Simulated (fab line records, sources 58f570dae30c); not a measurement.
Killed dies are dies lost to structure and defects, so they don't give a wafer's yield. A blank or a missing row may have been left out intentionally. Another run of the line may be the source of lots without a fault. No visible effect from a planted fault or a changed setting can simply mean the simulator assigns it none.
Problem report in the 8D (eight disciplines) form, filled by code | flow berkeley cmos170 | the parts of the form that need people (team, actions taken, sign-off) are left out

== 1. PROBLEM STATEMENT ==
At UCB170_PFIELD_STRIP_08, strip time to endpoint s averages 22.06 s over 6 wafers from 2 lots, while fault-free wafers read 21.60 s, standard deviation 0.068. Relative to the usual mean, that is a shift of +6.7 standard deviations.
The step: strips in O2.
First seen on wafer L396.3, day 6 03:30, on plasma asher-03. At this step, 42 wafers from 14 lots have a number in the record. By rule, "out" or "out of limits" means more than 4 standard deviations away from the usual mean. Any other wafer with a number is counted as sound.

== 2. WHAT IT IS AND WHAT IT IS NOT ==
question                    | is                               | is not
which readings at this step | strip time to endpoint s         | drypump motor current A
which lots                  | L396, L399                       | L390, L392, L394, L397, L401, L402, L403, L405, L406, L410, L411, L412
which wafers of those lots  | all that have a number           | -
read on which tools         | plasma asher-02, plasma asher-03 | plasma asher-01
when                        | from day 6 03:30                 | up to then (12 sound wafers); but 24 sound wafers of L401, L402, L403, L405, L406, L410, L411, L412 came after

== 3. THE SUSPECTS, EACH WITH WHAT RULES IT OUT ==
Counting: a tool at any process step up to the reading remains a suspect when it ran all the lots that are out and ran no sound lot after the first of those.
- litho track-03 at UCB170_PFIELD_COAT_01 (resist thk 900 nm): kept. It processed each lot that is out, first L396 at day 5 23:27, and no sound lot thereafter; up to then, the last sound lot it processed was L394 at day 5 10:35.
Remaining after the count: litho track-03 at UCB170_PFIELD_COAT_01.

== 4. THE CAUSE (what the simulator had put in) ==
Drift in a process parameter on litho track-03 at UCB170_PFIELD_COAT_01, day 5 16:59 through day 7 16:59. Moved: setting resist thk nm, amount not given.
After counting, this tool was the only one left.

== 5. THE EFFECT CHAIN, in route order ==
One row per reading whose mean, taken over the struck wafers that have a number, lies over 3 standard deviations from the usual. Only readings whose record carries a usual standard deviation are examined. hours: median over the lots of the time between each lot's start at the first step of this table that gives one and its start at this step. sigmas: the change, counted in usual standard deviations.
hours | step                   | reading                  | usual   | on struck wafers | change | sigmas
0     | UCB170_PFIELD_STRIP_08 | strip time to endpoint s | 21.60 s | 22.06            | +0.46  | +6.7
Its process steps:
- UCB170_PFIELD_STRIP_08: strips in O2.
At these later measuring or inspecting steps, every struck wafer for which the step has a row has a number for every such reading, and none has moved that far: UCB170_NLDD_TW_MEAS_11, UCB170_CONTACT_CD_MEAS_90, UCB170_M2_OVL_MEAS_16.

== 6. WHAT WOULD HAVE CAUGHT IT SOONER ==
In this record the first reading out of limits was taken at day 6 03:30, 11 hours after the fault began at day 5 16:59.
An alarm limit of 4 standard deviations would not have fired on the tool readings at UCB170_PFIELD_COAT_01 for which the record gives a usual standard deviation, since none of them was out on any struck wafer.
L399, from the lots that are out (2), started UCB170_PFIELD_COAT_01 on litho track-03 later than day 6 03:30. Putting the tool on hold at that point would have spared it.
